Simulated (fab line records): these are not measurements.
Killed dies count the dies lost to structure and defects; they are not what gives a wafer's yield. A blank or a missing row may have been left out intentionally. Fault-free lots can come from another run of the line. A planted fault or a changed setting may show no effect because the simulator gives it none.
What tool caused it? | flow rit_cmos | 42 wafers from 14 lots sampled at 2 of the route's 202 steps

WHAT THE GAUGES READ, wafer by wafer
The record holds no reading of a measuring or inspecting step that can be judged against a usual standard deviation.

EACH LOT AND THE TOOL THAT RAN IT (in order: tool; ch and the chambers of the sampled wafers; start)
lot  | RIT_FOX2_OXIDATION_00        | RIT_M1_PROBE_99
L599 | furnace-01 ch 0, day 2 00:04 | prober-02, day 3 15:36
L602 | furnace-04 ch 0, day 2 15:23 | prober-01, day 4 10:07
L603 | furnace-04 ch 0, day 2 20:19 | prober-02, day 4 11:47
L605 | furnace-04 ch 0, day 3 05:36 | prober-02, day 4 21:53
L606 | furnace-04 ch 0, day 3 09:55 | prober-02, day 5 05:25
L607 | furnace-01 ch 0, day 3 14:52 | prober-02, day 5 11:06
L608 | furnace-04 ch 0, day 3 20:30 | prober-01, day 5 13:07
L609 | furnace-04 ch 0, day 4 00:50 | prober-02, day 5 20:22
L610 | furnace-03 ch 0, day 4 08:10 | prober-01, day 6 03:26
L616 | furnace-03 ch 0, day 5 13:17 | prober-01, day 7 09:25
L617 | furnace-03 ch 0, day 5 21:07 | prober-02, day 7 17:11
L618 | furnace-03 ch 0, day 5 23:57 | prober-01, day 7 22:53
L620 | furnace-03 ch 0, day 6 10:25 | prober-01, day 8 08:35
L621 | furnace-03 ch 0, day 6 14:44 | prober-02, day 8 20:41
- RIT_FOX2_OXIDATION_00: target thk 350.7 nm, ox time 1168 s.
- RIT_M1_PROBE_99

AS READ BY THE TOOLS THEMSELVES (means over the sampled wafers that have a number; for cases with no such wafer, the mark the record gives instead)
RIT_M1_PROBE_99.
lot  | tool      | killed_at_front_end | killed_dies | killed_on_rim | killed_open | killed_short
L599 | prober-02 | 9.7                 | 9.7         | 1.0           | 3.7         | 6.0
L602 | prober-01 | 8.7                 | 8.7         | 3.3           | 5.0         | 3.7
L603 | prober-02 | 9.0                 | 9.0         | 2.0           | 6.0         | 3.0
L605 | prober-02 | 10.0                | 10.0        | 3.0           | 6.3         | 3.7
L606 | prober-02 | 4.0                 | 4.0         | 1.3           | 3.3         | 0.7
L607 | prober-02 | 10.7                | 10.7        | 3.7           | 5.3         | 5.3
L608 | prober-01 | 104.3               | 104.3       | 27.3          | 3.7         | 3.3
L609 | prober-02 | 112.0               | 112.0       | 29.0          | 5.3         | 3.3
L610 | prober-01 | 5.3                 | 5.3         | 1.3           | 3.0         | 2.3
L616 | prober-01 | 7.3                 | 7.3         | 2.0           | 4.3         | 3.0
L617 | prober-02 | 5.0                 | 5.0         | 1.0           | 2.7         | 2.3
L618 | prober-01 | 5.7                 | 5.7         | 2.3           | 3.0         | 2.3
L620 | prober-01 | 3.3                 | 3.3         | 1.7           | 2.3         | 1.0
L621 | prober-02 | 6.7                 | 6.7         | 1.7           | 4.0         | 2.7

THE ANSWER, worked out from the rows above alone
Rule: the lots themselves supply what counts as usual. The widest of any qualifying gaps counts: lots, ordered by their means at a reading, are off when they make up no more than a third of the lots, leave a main group of 4 or more, and stand apart from it by 3 or more times the standard deviation of that group's means. Not used: any main group whose means are identical at the precision the tables above print for the reading. Also off: a lot with no number at a reading for which 4 or more lots have one. Any other lot the step has rows for is counted as sound. First the gauges in route order, then the tools' own readings, where a lot's mean is used as printed above. At the first step where some lot is off, the reading lying furthest off is the one used; lots without a number count as furthest.
Off, at RIT_M1_PROBE_99 on killed_at_front_end: L608, L609. Mean 7.1 and standard deviation 2.4 in the main group.
If a tool, at that step or one of the process steps before it, ran each lot that is off and ran no sound lot following the first of them, it fits. One candidate fits, namely furnace-04 at RIT_FOX2_OXIDATION_00. Its last sound lot is L606 (day 3 09:55), its first lot that is off L608 (day 3 20:30): a fault that began between those two fits.

WHAT THE SIMULATOR HAD PUT IN
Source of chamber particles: furnace-04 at RIT_FOX2_OXIDATION_00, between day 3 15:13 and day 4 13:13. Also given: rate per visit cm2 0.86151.
Shown lots that were struck: L608, L609. The same result came from the rule above.
